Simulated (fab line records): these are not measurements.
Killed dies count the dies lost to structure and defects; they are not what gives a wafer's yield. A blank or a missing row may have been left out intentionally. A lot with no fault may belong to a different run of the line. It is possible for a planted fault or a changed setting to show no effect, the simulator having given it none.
Matching of chambers + flow berkeley-cmos170 + rie-diel-01 running UCB170_V1_ETCH_14: 4 sister chambers
The step etches SiO2 in CHF3/CF4/Ar, stops on Al, target depth 1250 nm, time 291 s. 14 wafers are shown with their chamber, then 7 later ones without.

WAFERS, EACH WITH ITS CHAMBER
| wafer  | chamber | throttle-valve-pct (%) | oes-product-au (a.u.) |
|--------|---------|------------------------|-----------------------|
| L268.1 | 1       | 7.02                   | 0.897                 |
| L268.4 | 0       | 6.85                   | 0.856                 |
| L268.6 | 0       | 6.84                   | 0.870                 |
| L270.1 | 2       | 6.97                   | 0.881                 |
| L270.4 | 0       | 6.84                   | 0.868                 |
| L270.6 | 1       | 7.01                   | 0.902                 |
| L272.2 | 2       | 6.99                   | 0.879                 |
| L272.4 | 0       | 6.84                   | 0.861                 |
| L272.6 | 2       | 6.99                   | 0.880                 |
| L276.1 | 1       | 7.02                   | 0.901                 |
| L276.3 | 0       | 6.85                   | 0.855                 |
| L276.4 | 3       | 6.85                   | 0.868                 |
| L282.2 | 1       | 7.04                   | 0.891                 |
| L282.4 | 0       | 6.83                   | 0.857                 |

SIGNATURES (means of the wafers above)
| reading            | chamber 0 | chamber 1 | chamber 2 | chamber 3 | scatter within a chamber |
|--------------------|-----------|-----------|-----------|-----------|--------------------------|
| throttle-valve-pct | 6.8417    | 7.0225    | 6.9833    | 6.8500    | 0.0101                   |
| oes-product-au     | 0.86117   | 0.89775   | 0.88000   | 0.86800   | 0.00533                  |
Rule: a wafer lies at a distance from a chamber equal to the root of the sum of squares, over the readings, of (its reading less the chamber's mean, divided by the reading's scatter). If the next closest chamber is less than 2 further off than the closest, the wafer can't be placed; otherwise it belongs to the closest. How the scatter is found: for the shown wafers, subtract from each reading the mean of its chamber, square and add these, divide the total by (wafers less chambers), then take the root.

WAFERS WHOSE CHAMBER IS MISSING
| wafer  | throttle-valve-pct (%) | oes-product-au (a.u.) |
|--------|------------------------|-----------------------|
| L282.5 | 6.86                   | 0.872                 |
| L285.1 | 6.84                   | 0.886                 |
| L285.3 | 6.97                   | 0.892                 |
| L285.5 | 6.84                   | 0.896                 |
| L288.1 | 6.83                   | 0.893                 |
| L288.3 | 7.02                   | 0.918                 |
| L288.5 | 6.99                   | 0.906                 |

WHICH CHAMBER EACH WENT THROUGH
| wafer  | from the rows above     | in truth |
|--------|-------------------------|----------|
| L282.5 | can't be placed: 3 or 0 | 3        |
| L285.1 | can't be placed: 3 or 0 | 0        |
| L285.3 | 2                       | 2        |
| L285.5 | can't be placed: 3 or 0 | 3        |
| L288.1 | can't be placed: 3 or 0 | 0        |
| L288.3 | 1                       | 1        |
| L288.5 | can't be placed: 1 or 2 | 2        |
Correctly placed: 2 of 7. Unplaceable from these rows: 5, with the true chamber sitting among the candidates in 5. Placed wrongly: 0.
